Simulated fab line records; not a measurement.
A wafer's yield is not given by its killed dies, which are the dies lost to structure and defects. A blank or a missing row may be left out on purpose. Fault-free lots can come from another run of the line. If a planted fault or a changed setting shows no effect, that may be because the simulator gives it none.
Check of tool commonality -- flow berkeley-cmos170 -- Sampled: 15 lots, 45 wafers

== REASON FOR OPENING ==
At UCB170_NWELL_THK_MEAS_05 the reading NWELL_NITRIDE_THK is flagged on 3 of 15 lots. Fault-free wafers read 225.4 nm, with a standard deviation of 2.6.
Rule: flag the lot when none of its wafers has a number, or when each of its wafers that has one lies beyond 4 standard deviations from that mean. As for the other lots, they are considered sound.

lot,measured,on,"NWELL_NITRIDE_THK (nm), wafer by wafer",flag
L261,day 2 11:28,film-metro-03,223.2 220.3 221.3,
L263,day 2 20:37,film-metro-03,225.3 225.6 227.2,
L264,day 3 06:30,film-metro-01,227.5 227.9 225.4,
L265,day 3 06:31,film-metro-03,226.5 226.8 226.8,
L267,day 3 20:36,film-metro-01,224.3 222.4 223.4,
L268,day 3 20:37,film-metro-03,216.3 218.4 218.3,
L266,day 3 20:38,film-metro-02,225.6 224.6 224.4,
L269,day 4 08:27,film-metro-01,227.9 228.9 227.3,
L271,day 4 19:20,film-metro-01,222.0 221.6 223.4,
L272,day 4 19:20,film-metro-03,226.2 224.3 222.4,
L274,day 5 04:38,film-metro-02,222.1 223.6 223.0,
L277,day 5 21:04,film-metro-01,182.7 181.2 183.5,FLAGGED
L278,day 5 21:04,film-metro-03,183.1 183.1 184.5,FLAGGED
L279,day 6 06:11,film-metro-01,226.3 225.6 226.2,
L280,day 6 10:24,film-metro-03,186.1 182.7 185.2,FLAGGED
Average over the flagged lots: 183.6 nm; offset from the usual -41.8 nm, equal to -16 standard deviations.

== TOOL THAT RAN EACH LOT ==
The record holds 2 process steps before the reading, out of a route of 331 steps. Every cell lists first the tool, next ch and the chambers used by the sampled wafers, and last the start.
lot,flag,UCB170_ZERO_ETCH_06,UCB170_NWELL_CVD_04
L261,,"rie-diel-04 ch 1,2,3, day 1 20:59","lpcvd-01 ch 1, day 2 09:32"
L263,,"rie-diel-02 ch 1,2,3, day 2 05:01","lpcvd-02 ch 1, day 2 18:41"
L264,,"rie-diel-04 ch 0,1,2, day 2 14:54","lpcvd-02 ch 0, day 3 04:34"
L265,,"rie-diel-03 ch 0,1,3, day 2 15:11","lpcvd-02 ch 0, day 3 04:34"
L267,,"rie-diel-03 ch 0,1,3, day 3 02:53","lpcvd-01 ch 0, day 3 18:40"
L268,,"rie-diel-04 ch 0,1,3, day 3 02:48","lpcvd-01 ch 0, day 3 18:40"
L266,,"rie-diel-02 ch 2,3, day 3 02:31","lpcvd-01 ch 0, day 3 18:40"
L269,,"rie-diel-04 ch 0,2,3, day 3 14:31","lpcvd-02 ch 1, day 4 06:31"
L271,,"rie-diel-02 ch 0,2,3, day 4 04:59","lpcvd-01 ch 0, day 4 17:24"
L272,,"rie-diel-03 ch 1,2,3, day 4 05:13","lpcvd-01 ch 0, day 4 17:24"
L274,,"rie-diel-02 ch 0,1,3, day 4 14:43","lpcvd-02 ch 0, day 5 02:42"
L277,FLAGGED,"rie-diel-02 ch 2,3, day 5 08:17","lpcvd-02 ch 1, day 5 19:08"
L278,FLAGGED,"rie-diel-03 ch 2,3, day 5 08:06","lpcvd-02 ch 0, day 5 19:08"
L279,,"rie-diel-04 ch 0,1,2, day 5 18:04","lpcvd-01 ch 0, day 6 04:13"
L280,FLAGGED,"rie-diel-03 ch 1,3, day 5 21:50","lpcvd-02 ch 0, day 6 08:28"
What the steps here do:
- UCB170_ZERO_ETCH_06: etches SiO2 in CHF3/CF4/Ar, time 12 s.
- UCB170_NWELL_CVD_04: deposits Si3N4 from SiH2Cl2/NH3, target thk 224 nm, time 3360 s.
- UCB170_NWELL_THK_MEAS_05

== FLAGGED AGAINST TOTAL, ONE TOOL AT A TIME (gauges that did the reading follow at the end) ==
step,tool,lots run,flagged,share of the flagged lots,sound lots run after its first flagged lot
UCB170_ZERO_ETCH_06,rie-diel-02,5,1,some,0
UCB170_ZERO_ETCH_06,rie-diel-03,5,2,some,0
UCB170_ZERO_ETCH_06,rie-diel-04,5,0,none,-
UCB170_NWELL_CVD_04,lpcvd-01,7,0,none,-
UCB170_NWELL_CVD_04,lpcvd-02,8,3,all,0
UCB170_NWELL_THK_MEAS_05,film-metro-01,6,1,some,1 (L279)
UCB170_NWELL_THK_MEAS_05,film-metro-02,2,0,none,-
UCB170_NWELL_THK_MEAS_05,film-metro-03,7,2,some,0

== WHAT IS ALLOWED BY THE TABLE ==
1 row of the table ran every flagged lot: lpcvd-02 at UCB170_NWELL_CVD_04.
- lpcvd-02 at UCB170_NWELL_CVD_04: 3 of its 8 lots flagged. A fault beginning between L274 (day 5 02:42), its last sound lot, and L277 (day 5 19:08), its first flagged one, fits the data.
lpcvd-02 at UCB170_NWELL_CVD_04 is the single tool remaining.

== WHAT WAS PUT IN BY THE SIMULATOR ==
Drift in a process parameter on lpcvd-02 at UCB170_NWELL_CVD_04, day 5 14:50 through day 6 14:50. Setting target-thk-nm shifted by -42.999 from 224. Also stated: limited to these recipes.
Shown lots that were struck: L277, L278, L280. The rule above found the same.
